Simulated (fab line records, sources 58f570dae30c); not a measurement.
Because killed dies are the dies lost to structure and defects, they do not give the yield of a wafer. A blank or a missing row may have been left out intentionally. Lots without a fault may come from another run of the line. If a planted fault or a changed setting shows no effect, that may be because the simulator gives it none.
Comparing a struck lot with a sound one ; flow berkeleyCmos170 ; 44 out of 331 route steps
Sound: the wafers L821.1, L821.3, L821.6. Wafers struck: L827.2, L827.4, L827.6. The cause comes at the end.
Per side, at each step with rows, come the tool, then ch with its chambers, and then its first start. Under that, the readings that differ: sound wafers ; struck wafers ; difference of the means ; sigmas: that difference in standard deviations of wafers without a fault.
alike: same words and numbers on both sides, and readings whose means sit less than 2 such deviations apart. not compared: any withheld reading, any reading some wafer has no value for, any bound like >300 that may hide the same value, and any number with overlapping values for which the record gives no deviation.
The two part at a step that has a row with sigmas, a row that says differs or no value, or rows on one side only. When numbers do not overlap yet have no deviation, they are printed without sigmas and do not part them. Lack of a reading on every wafer of one side parts them only where that side has two or more wafers.

first, 6 steps without rows for these wafers: UCB170_V1_HMDS_06 (prime time 60 s); UCB170_V1_COAT_07 (resist thk 900 nm); UCB170_V1_SOFTBAKE_08 (time 58.18 s); UCB170_V1_EXPOSE_09 (exposes mask VIA1, target cd 700 nm); UCB170_V1_PEB_10; UCB170_V1_DEVELOP_11 (develop time 45 s).
UCB170_V1_CD_MEAS_12 targets a cd of 700 nm.
  sound: cdSem-01 at day 9 00:41; struck: cdSem-02 at day 10 04:19
  alike: cdNm
UCB170_V1_OVL_MEAS_13:
  sound: overlay-01 at day 9 00:49; struck: overlay-02 at day 10 04:26
  alike: V1_OVL
then, 1 step without rows for these wafers: UCB170_V1_ETCH_14 (etches SiO2 in CHF3/CF4/Ar, stops on Al, target depth 1250 nm, time 299.3 s).
UCB170_V1_STRIP_15: strips in O2.
  sound on plasmaAsher-02 ch 1, day 9 01:01; struck on plasmaAsher-03 ch 0,1, day 10 04:38
  alike: drypumpMotorCurrentA, oesProductAu, stripTimeToEndpointS
  not compared: rfHoursCounterH
UCB170_V1_CD_MEAS_90 targets a cd of 700 nm.
  sound: cdSem-02 at day 9 01:07; struck: cdSem-02 at day 10 04:46
  alike: cdNm
then, 1 step without rows for these wafers: UCB170_M2_PRE_CLEAN_00 (preclean etch time 60 s).
UCB170_M2_SPUTTER_01: material Al, target thk 900 nm, time 120 s.
  sound: pvdSputter-04 at day 9 01:19; struck: pvdSputter-02 at day 10 04:56
reading;sound;struck;difference;sigmas
model.Al_of_M2_SPUTTER_01.thkNm (nm);907.8 919.6 903.1;611.7 619.7 610.3;-296.3;
  alike: cathodeDcPowerW, throttleValvePct
UCB170_M2_RS_MEAS_02: uses a four-point probe to measure.
  sound: filmMetro-02 at day 9 01:23; struck: filmMetro-03 at day 10 05:06
reading;sound;struck;difference;sigmas
M2_AL_RS (ohm/sq);0.0319 0.0314 0.0321;0.0475 0.0471 0.0478;+0.0157;+34
UCB170_M2_THK_MEAS_03: measures by xrf.
  sound: filmMetro-02 at day 9 01:31; struck: filmMetro-03 at day 10 05:13
reading;sound;struck;difference;sigmas
M2_AL_THK (nm);917 929 919;620 629 621;-298;-23
then, 3 steps without rows for these wafers: UCB170_M2_HMDS_04 (prime time 60 s); UCB170_M2_COAT_05 (resist thk 900 nm); UCB170_M2_SOFTBAKE_06 (time 60 s).
UCB170_M2_STRIP_07: strips in O2.
  sound on plasmaAsher-04 ch 0,1, day 9 02:37; struck on plasmaAsher-01 ch 1, day 10 05:43
  alike: drypumpMotorCurrentA, oesProductAu, stripTimeToEndpointS
  not compared: rfHoursCounterH
then, 7 steps without rows for these wafers: UCB170_M2_STRIP_08 (strips KrF in DMSO, time 600 s); UCB170_M2_COAT_09; UCB170_M2_COAT_10 (resist thk 900 nm); UCB170_M2_SOFTBAKE_11 (time 60 s); UCB170_M2_EXPOSE_12 (exposes mask METAL2, target cd 700 nm); UCB170_M2_PEB_13; UCB170_M2_DEVELOP_14 (develop time 45 s).
UCB170_M2_CD_MEAS_15 targets a cd of 700 nm.
  sound: cdSem-01 at day 9 04:31; struck: cdSem-02 at day 10 08:02
  alike: cdNm
UCB170_M2_OVL_MEAS_16:
  sound: overlay-02 at day 9 04:38; struck: overlay-01 at day 10 08:08
  alike: M2_OVL
UCB170_M2_ETCH_17: etches BARC in N2/H2.
  sound on rieDiel-03 ch 0,3, day 9 04:40; struck on rieDiel-03 ch 0,2, day 10 08:10
  alike: drypumpMotorCurrentA, oesProductAu, throttleValvePct
UCB170_M2_METAL_ETCH_18: etches Al in Cl2/BCl3, stops on SiO2, target depth 1170 nm, time 195 s.
  sound on rieMetal-03 ch 0,1, day 9 04:43; struck on rieMetal-01 ch 0,1, day 10 08:13
reading;sound;struck;difference;sigmas
oesProductAu (a.u.);0.878 0.879 0.867;0.729 0.712 0.698;-0.162;-12
  alike: drypumpMotorCurrentA, heBacksideLeakSccm, throttleValvePct
  not compared: rfHoursCounterH
UCB170_M2_STRIP_19: strips in O2.
  sound on plasmaAsher-01 ch 0,1, day 9 04:53; struck on plasmaAsher-01 ch 0,1, day 10 08:24
  alike: drypumpMotorCurrentA, oesProductAu
  not compared: rfHoursCounterH
UCB170_M2_CD_MEAS_90 targets a cd of 700 nm.
  sound: cdSem-02 at day 9 04:59; struck: cdSem-02 at day 10 08:31
  alike: cdNm
UCB170_V2_CVD_00: deposits SiO2 from TEOS/O2, target thk 2000 nm, time 258.5 s.
  sound on pecvd-02 ch 0,1,2, day 9 05:07; struck on pecvd-02 ch 1,2, day 10 08:37
  alike: heaterPowerW
UCB170_V2_THK_MEAS_01:
  sound: filmMetro-02 at day 9 05:16; struck: filmMetro-02 at day 10 08:47
  alike: V2_TEOS_THK
then, 1 step without rows for these wafers: UCB170_V2_CMP_02 (polishes SiO2).
UCB170_V2_BOW_MEAS_03:
  sound: filmMetro-03 at day 9 05:38; struck: filmMetro-03 at day 10 09:09
  alike: V2_BOW
UCB170_V2_THK_MEAS_04:
  sound: filmMetro-03 at day 9 05:45; struck: filmMetro-03 at day 10 09:16
  alike: V2_POLISHED_THK
then, 5 steps without rows for these wafers: UCB170_V2_CLEAN_05 (cleans in DIW); UCB170_V2_HMDS_06 (prime time 60 s); UCB170_V2_COAT_07 (resist thk 900 nm); UCB170_V2_SOFTBAKE_08 (time 60 s); UCB170_V2_EXPOSE_09 (exposes mask VIA2, target cd 700 nm).
UCB170_V2_ETCH_14: etches SiO2 in CHF3/CF4/Ar, stops on Al, target depth 1250 nm, time 291 s.
  sound on rieDiel-01 ch 0,1,2, day 9 07:07; struck on rieDiel-01 ch 0,1, day 10 12:26
reading;sound;struck;difference;sigmas
model.Al_of_M2_SPUTTER_01.thkNm (nm);907.8 919.6 903.1;611.7 619.7 610.3;-296.3;
  alike: drypumpMotorCurrentA, oesProductAu, throttleValvePct
  not compared: rfHoursCounterH
UCB170_M3_PROBE_99:
  sound: prober-01 at day 9 11:42; struck: prober-02 at day 10 15:38
reading;sound;struck;difference;sigmas
model.etest.antennaM2.vtShiftV (V);-0.01118 -0.013 -0.01074;-0.02191 -0.02028 -0.01792;-0.00840;

## WHERE THEY PART
First at UCB170_M2_RS_MEAS_02; last, within this record, at UCB170_M2_METAL_ETCH_18. Later steps at which nothing parts them and some readings are alike: UCB170_M2_STRIP_19, UCB170_M2_CD_MEAS_90, UCB170_V2_CVD_00, UCB170_V2_THK_MEAS_01, UCB170_V2_BOW_MEAS_03, UCB170_V2_THK_MEAS_04, UCB170_V2_ETCH_14.

WHY: the cause the simulator had injected
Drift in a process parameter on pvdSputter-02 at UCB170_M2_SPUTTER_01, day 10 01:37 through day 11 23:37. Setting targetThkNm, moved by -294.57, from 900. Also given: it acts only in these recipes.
